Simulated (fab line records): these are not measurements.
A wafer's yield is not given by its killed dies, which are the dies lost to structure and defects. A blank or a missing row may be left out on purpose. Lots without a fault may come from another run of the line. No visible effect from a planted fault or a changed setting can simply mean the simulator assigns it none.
One fault through the eyes of 2 desks ; flow berkeleyCmos170 ; only its own numbers are on each desk; what lay behind them is given at the end

THE METROLOGY DESK
Lot by lot, what the gauges showed, no matter which tool ran the lot: averages of those sampled wafers that carry a number. A lot is out of limits, marked OUT, if its mean lies more than 4 standard deviations from the usual mean; the brackets give that distance.
Columns: A = CONTACT_PSG_THK at UCB170_CONTACT_THK_MEAS_02, usual 698 nm; B = cdNm at UCB170_CONTACT_CD_MEAS_90, usual 700.1 nm; C = M2_OVL at UCB170_M2_OVL_MEAS_16, usual -3 nm
lot;first seen here;A;B;C
L183;day 8 16:33;705;699.3;4
L185;day 9 09:05;708;699.9;-11
L187;day 9 10:43;699;699.8;-9
L186;day 9 10:51;704;700.1;1
L190;day 10 06:56;700;701.7;2
L189;day 10 12:19;695;700.1;1
L195;day 11 00:26;687;700.1;-3
L192;day 11 00:31;705;701.1;-9
L198;day 11 02:16;689;698.3;-3
L200;day 11 12:38;693;698.9;-1
L199;day 11 13:38;698;698.6;-7
L202;day 11 13:38;701;702.1;-8
L206;day 12 15:02;698;701.6;-4
Finding of this desk: none of the 13 lots has anything out of limits.

THE TOOL OWNER'S DESK: rieMetal-03
The tool's own readings at UCB170_M2_METAL_ETCH_18 (etches Al in Cl2/BCl3, stops on SiO2, target depth 1170 nm, time 195 s): means of the sampled wafers that have a number, for each lot that ran on this tool. A lot is out of limits, marked OUT, if its mean lies more than 4 standard deviations from the usual mean; the brackets give that distance.
Columns: A = biasW at UCB170_M2_METAL_ETCH_18, usual 120.0 W; B = drypumpMotorCurrentA at UCB170_M2_METAL_ETCH_18, usual 5.6 A; C = oesProductAu at UCB170_M2_METAL_ETCH_18, usual 0.868 a.u.; D = throttleValvePct at UCB170_M2_METAL_ETCH_18, usual 24.38 %
lot;first seen here;A;B;C;D
L183;day 9 05:11;120.2;5.4;0.875;24.34
L186;day 10 00:59;120.1;5.4;0.881;24.33
L190;day 10 23:42;120.2;5.6;0.869;24.34
L189;day 11 03:18;120.3;5.8;0.859;24.35
L195;day 11 15:14;186.1 (+99 or more) OUT;5.2;0.889;24.31
This desk's finding: out of limits on L195; first on L195, day 11 15:14 (biasW at UCB170_M2_METAL_ETCH_18). In limits: L183, L186, L190, L189.

TAKEN TOGETHER
At day 11 15:14, on L195, the tool owner's desk was in a position to raise an alarm.
Nothing out of limits was seen by the metrology desk.
The metrology desk holds a record of L195, inside its limits.
UCB170_M2_METAL_ETCH_18 was run on rieMetal-03 by each of the lots named.

WHAT THE SIMULATOR PUT IN
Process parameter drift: rieMetal-03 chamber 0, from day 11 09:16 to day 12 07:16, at UCB170_M2_METAL_ETCH_18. The setting biasW was moved by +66, starting from 120. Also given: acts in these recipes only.
Shown lots that were struck: L195.
Delay in hours, fault start to first out-of-limits reading, by desk: the tool owner's desk at 6.
